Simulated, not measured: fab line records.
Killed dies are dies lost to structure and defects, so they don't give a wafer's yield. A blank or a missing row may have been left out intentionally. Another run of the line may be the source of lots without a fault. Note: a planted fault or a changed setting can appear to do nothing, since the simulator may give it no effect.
Which of the tools did it?    flow berkeley-cmos170    14 lots (42 wafers sampled), 1 step of a 331-step route

== WHAT THE GAUGES SHOWED, per wafer ==
The record holds no reading of a measuring or inspecting step that can be judged against a usual standard deviation.

== WHAT TOOL EACH LOT RAN ON (gives the tool, then ch and the chambers of the sampled wafers, and finally the start) ==
lot   UCB170_M2_EXPOSE_12
L961  krf-scanner-01 ch 0, day 7 01:14
L962  krf-scanner-01 ch 0, day 7 12:43
L963  krf-scanner-02 ch 0, day 7 14:09
L964  krf-scanner-02 ch 0, day 8 01:52
L965  krf-scanner-01 ch 0, day 8 02:17
L968  krf-scanner-01 ch 0, day 8 12:18
L966  krf-scanner-02 ch 0, day 8 12:31
L970  krf-scanner-01, day 9 04:21
L972  krf-scanner-01, day 9 22:35
L973  krf-scanner-01 ch 0, day 10 03:45
L977  krf-scanner-02 ch 0, day 10 14:38
L979  krf-scanner-01 ch 0, day 11 16:22
L982  krf-scanner-02 ch 0, day 11 19:22
L984  krf-scanner-01 ch 0, day 12 11:26
- UCB170_M2_EXPOSE_12: exposes mask METAL2, target cd 700 nm.

== AS READ BY THE TOOLS THEMSELVES (means over the sampled wafers that have a number; for cases with no such wafer, the mark the record gives instead) ==
UCB170_M2_EXPOSE_12. Usual: exposure-dose-mJ-cm2 25.976, standard deviation 0.027; focus-offset-nm 0.2 nm, standard deviation 0.56.
lot   tool            exposure-dose-mJ-cm2  focus-offset-nm (nm)  flag
L961  krf-scanner-01  25.981                -0.1                  
L962  krf-scanner-01  25.960                -0.2                  
L963  krf-scanner-02  25.959                -1.1                  
L964  krf-scanner-02  25.970                -0.2                  
L965  krf-scanner-01  26.022                0.6                   
L968  krf-scanner-01  25.969                0.5                   
L966  krf-scanner-02  25.999                0.1                   
L970  krf-scanner-01  -                     -                     OFF
L972  krf-scanner-01  -                     -                     OFF
L973  krf-scanner-01  25.938                0.4                   
L977  krf-scanner-02  25.955                -0.3                  
L979  krf-scanner-01  25.951                0.0                   
L982  krf-scanner-02  26.034                0.2                   
L984  krf-scanner-01  25.976                -0.3                  

== THE ANSWER, worked out from the rows above alone ==
Rule: a lot counts as off when the mean over its wafers that have a number is more than 3 standard deviations away from the usual mean. Also off: a lot with no number at a reading for which 4 or more lots have one. Any other lot the step has rows for is counted as sound. The gauges are gone through in route order, then the tools' own readings, and for those a lot's mean is taken as printed above. At the first step where some lot is off, the reading lying furthest off is the one used; lots without a number count as furthest.
Off, at UCB170_M2_EXPOSE_12 on exposure-dose-mJ-cm2: L970, L972. Without a number there: L970, L972.
If a tool, at that step or one of the process steps before it, ran each lot that is off and ran no sound lot following the first of them, it fits. No candidate that was tried fits.

== WHAT THE SIMULATOR HAD PUT IN ==
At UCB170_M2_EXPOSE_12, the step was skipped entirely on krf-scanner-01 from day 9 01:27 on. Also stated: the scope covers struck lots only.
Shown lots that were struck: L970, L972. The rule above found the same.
